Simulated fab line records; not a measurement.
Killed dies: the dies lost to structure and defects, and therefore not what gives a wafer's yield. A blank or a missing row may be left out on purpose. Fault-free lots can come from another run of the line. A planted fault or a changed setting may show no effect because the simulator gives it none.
Which tool is to blame? + flow berkeley_cmos170 + 16 lots, 48 wafers sampled, at 4 steps of a route of 331

== WHAT THE GAUGES SHOWED, per wafer ==
UCB170_PVT_OVL_MEAS_06. Usual: PVT_OVL gives 3 nm (standard deviation 6.1).
| lot  | measured     | on         | PVT_OVL (nm) | flag |
|------|--------------|------------|--------------|------|
| L725 | day 4 18:10  | overlay-01 | 0 -2 3       |      |
| L726 | day 5 11:17  | overlay-02 | 2 -1 3       |      |
| L727 | day 5 11:32  | overlay-02 | 4 4 3        |      |
| L728 | day 5 14:53  | overlay-02 | 7 5 1        |      |
| L730 | day 6 08:17  | overlay-01 | 13 5 12      |      |
| L731 | day 6 08:31  | overlay-01 | -7 -8 -12    |      |
| L732 | day 6 13:46  | overlay-02 | 12 4 3       |      |
| L733 | day 7 07:32  | overlay-02 | 5 3 0        |      |
| L734 | day 7 07:53  | overlay-02 | -11 -3 -10   |      |
| L735 | day 7 14:22  | overlay-01 | 6 6 -4       |      |
| L738 | day 8 01:29  | overlay-02 | -12 -9 -10   |      |
| L740 | day 8 11:23  | overlay-02 | 5 -4 13      |      |
| L739 | day 8 11:42  | overlay-01 | 2 4 9        |      |
| L742 | day 8 23:20  | overlay-02 | 4 6 11       |      |
| L741 | day 8 23:58  | overlay-01 | 8 4 6        |      |
| L748 | day 10 06:38 | overlay-01 | 4 9 8        |      |

UCB170_PSD_TW_MEAS_10. Usual: PSD_TW gives 2326 (standard deviation 25).
| lot  | measured     | on            | PSD_TW         | flag |
|------|--------------|---------------|----------------|------|
| L725 | day 5 18:36  | film_metro-01 | 2283 2267 2289 |      |
| L726 | day 6 11:15  | film_metro-02 | 2331 2350 2350 |      |
| L727 | day 6 11:07  | film_metro-03 | 2328 2330 2348 |      |
| L728 | day 7 02:21  | film_metro-01 | 2292 2296 2304 |      |
| L730 | day 7 02:35  | film_metro-02 | 2347 2337 2351 |      |
| L731 | day 7 02:41  | film_metro-01 | 2306 2307 2296 |      |
| L732 | day 7 14:01  | film_metro-03 | 2351 2339 2327 |      |
| L733 | day 8 11:47  | film_metro-03 | 2333 2333 2337 |      |
| L734 | day 8 11:31  | film_metro-03 | 2340 2328 2332 |      |
| L735 | day 8 16:07  | film_metro-02 | 2337 2325 2332 |      |
| L738 | day 8 20:44  | film_metro-01 | 2305 2304 2290 |      |
| L740 | day 9 13:08  | film_metro-01 | 2304 2297 2295 |      |
| L739 | day 9 13:14  | film_metro-01 | 2302 2295 2302 |      |
| L742 | day 9 23:24  | film_metro-03 | 2356 2354 2347 |      |
| L741 | day 9 23:40  | film_metro-03 | 2342 2345 2339 |      |
| L748 | day 11 07:07 | film_metro-03 | 2355 2340 2346 |      |

UCB170_V2_CD_MEAS_12 targets a cd of 700 nm. Usual: cd_nm at 699.7 nm, with a standard deviation of 1.1.
| lot  | measured     | on        | cd_nm (nm)        | flag |
|------|--------------|-----------|-------------------|------|
| L725 | day 6 20:35  | cd_sem-01 | 701.0 700.3 701.0 |      |
| L726 | day 7 13:20  | cd_sem-02 | 701.1 701.1 702.1 |      |
| L727 | day 7 13:58  | cd_sem-01 | 700.1 699.1 698.9 |      |
| L728 | day 8 05:49  | cd_sem-02 | 698.8 699.8 699.6 |      |
| L730 | day 8 06:01  | cd_sem-01 | 700.1 700.0 700.9 |      |
| L731 | day 8 06:34  | cd_sem-02 | 699.1 701.8 698.2 |      |
| L732 | day 8 13:26  | cd_sem-01 | 699.1 700.0 701.2 |      |
| L733 | day 9 09:43  | cd_sem-01 | 698.5 698.1 697.5 |      |
| L734 | day 9 10:20  | cd_sem-01 | 698.0 697.3 697.6 |      |
| L735 | day 9 18:31  | cd_sem-02 | 700.6 699.9 700.7 |      |
| L738 | day 9 18:08  | cd_sem-01 | 698.9 699.6 699.3 |      |
| L740 | day 10 16:22 | cd_sem-02 | 699.0 699.6 700.9 |      |
| L739 | day 10 15:49 | cd_sem-02 | 698.8 698.5 699.8 |      |
| L742 | day 11 05:32 | cd_sem-02 | 699.8 700.5 699.6 |      |
| L741 | day 11 05:55 | cd_sem-02 | 699.6 700.2 700.0 |      |
| L748 | day 12 04:25 | cd_sem-01 | 697.7 698.7 698.8 |      |

== TOOL THAT RAN EACH LOT (tool first, then ch and the chambers of the sampled wafers, then the start) ==
| lot  | UCB170_GATE_ANNEAL_03         |
|------|-------------------------------|
| L725 | furnace-03 ch 0, day 4 23:47  |
| L726 | furnace-03 ch 0, day 5 18:00  |
| L727 | furnace-03 ch 0, day 5 18:00  |
| L728 | furnace-03 ch 0, day 5 18:00  |
| L730 | furnace-04 ch 0, day 6 12:07  |
| L731 | furnace-04 ch 0, day 6 12:07  |
| L732 | furnace-03 ch 0, day 6 23:29  |
| L733 | furnace-03 ch 0, day 7 20:19  |
| L734 | furnace-03 ch 0, day 7 20:19  |
| L735 | furnace-04 ch 0, day 8 00:16  |
| L738 | furnace-02 ch 0, day 8 07:13  |
| L740 | furnace-02 ch 0, day 8 18:10  |
| L739 | furnace-02 ch 0, day 8 18:10  |
| L742 | furnace-02 ch 0, day 9 07:50  |
| L741 | furnace-02 ch 0, day 9 07:50  |
| L748 | furnace-03 ch 0, day 10 16:19 |
- UCB170_GATE_ANNEAL_03: time 1800 s.

== AS READ BY THE TOOLS THEMSELVES (means over the sampled wafers that have a number; for cases with no such wafer, the mark the record gives instead) ==
UCB170_GATE_ANNEAL_03. Usual: spike_tc_centre_C 902.4 C, standard deviation 1.3; spike_tc_load_C 924.8 C, standard deviation 2.7; spike_tc_source_C 923.3 C, standard deviation 2.6; tube_center_temp_C 900 C, standard deviation 0.076; tube_center_temp_C_max 902.3, standard deviation 0.39; zone_power_centre_pct 41.2 %, standard deviation 2.4.
| lot  | tool       | spike_tc_centre_C (C) | spike_tc_load_C (C) | spike_tc_source_C (C) | tube_center_temp_C (C) | tube_center_temp_C_max | zone_power_centre_pct (%) | flag |
|------|------------|-----------------------|---------------------|-----------------------|------------------------|------------------------|---------------------------|------|
| L725 | furnace-03 | 903.1                 | 926.2               | 923.4                 | 900                    | 902.2                  | 44.0                      |      |
| L726 | furnace-03 | 902.4                 | 926.2               | 923.0                 | 900                    | 902.4                  | 44.0                      |      |
| L727 | furnace-03 | 903.8                 | 926.3               | 922.9                 | 900                    | 902.1                  | 43.7                      |      |
| L728 | furnace-03 | 902.8                 | 927.5               | 923.4                 | 900                    | 902.0                  | 44.1                      |      |
| L730 | furnace-04 | 902.9                 | 928.8               | 926.7                 | 900                    | 902.4                  | 38.1                      |      |
| L731 | furnace-04 | 903.5                 | 927.2               | 927.3                 | 900                    | 902.4                  | 38.6                      |      |
| L732 | furnace-03 | 903.3                 | 925.7               | 923.2                 | 900                    | 902.5                  | 43.8                      |      |
| L733 | furnace-03 | 902.7                 | 926.0               | 923.3                 | 900                    | 902.3                  | 43.6                      |      |
| L734 | furnace-03 | 901.5                 | 924.7               | 924.2                 | 900                    | 902.3                  | 44.0                      |      |
| L735 | furnace-04 | 902.2                 | 927.1               | 928.2                 | 900                    | 902.6                  | 38.3                      |      |
| L738 | furnace-02 | 901.2                 | 921.4               | 920.9                 | 900                    | 901.9                  | 40.2                      |      |
| L740 | furnace-02 | 909.7                 | 932.9               | 930.9                 | 910                    | 912.4                  | 40.3                      | OFF  |
| L739 | furnace-02 | 912.7                 | 932.3               | 931.5                 | 910                    | 912.1                  | 40.5                      | OFF  |
| L742 | furnace-02 | 912.9                 | 932.8               | 931.8                 | 910                    | 912.2                  | 40.4                      | OFF  |
| L741 | furnace-02 | 912.2                 | 932.5               | 931.7                 | 910                    | 912.4                  | 40.2                      | OFF  |
| L748 | furnace-03 | 903.4                 | 926.3               | 922.8                 | 900                    | 902.4                  | 43.6                      |      |

== THE ANSWER, worked out from the rows above alone ==
Rule: take the mean of a lot's wafers that have a number; if it is more than 3 standard deviations from the usual mean, the lot is off. Also off: a lot with no number at a reading for which 4 or more lots have one. All remaining lots with rows at the step are treated as sound. Order of review: gauges by route order, followed by the tools' own readings, for which a lot's mean as printed above is used. At the first step where some lot is off, the reading lying furthest off is the one used; lots without a number count as furthest.
Off: L740, L739, L742, L741 (UCB170_GATE_ANNEAL_03, tube_center_temp_C).
If a tool, at that step or one of the process steps before it, ran each lot that is off and ran no sound lot following the first of them, it fits. One fits: UCB170_GATE_ANNEAL_03 on furnace-02. A fault onset in the window from L738 (day 8 07:13, its last sound lot) to L739 (day 8 18:10, its first lot off) fits.
The tool's own readings at UCB170_GATE_ANNEAL_03 bear it out: on the lots that are off they differ by more than 5 times the standard deviation of the sound lots' means. spike_tc_centre_C reads 911.9 C there against 902.7 C on the sound lots; tube_center_temp_C reads 910 C there against 900 C on the sound lots; tube_center_temp_C_max reads 912.3 there against 902.3 on the sound lots.

== WHAT THE SIMULATOR PUT IN ==
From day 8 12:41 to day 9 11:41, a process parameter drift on furnace-02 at UCB170_GATE_ANNEAL_03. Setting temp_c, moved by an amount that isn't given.
Lots struck among those shown: L740, L739, L742, L741. This agrees with what the rule above found.
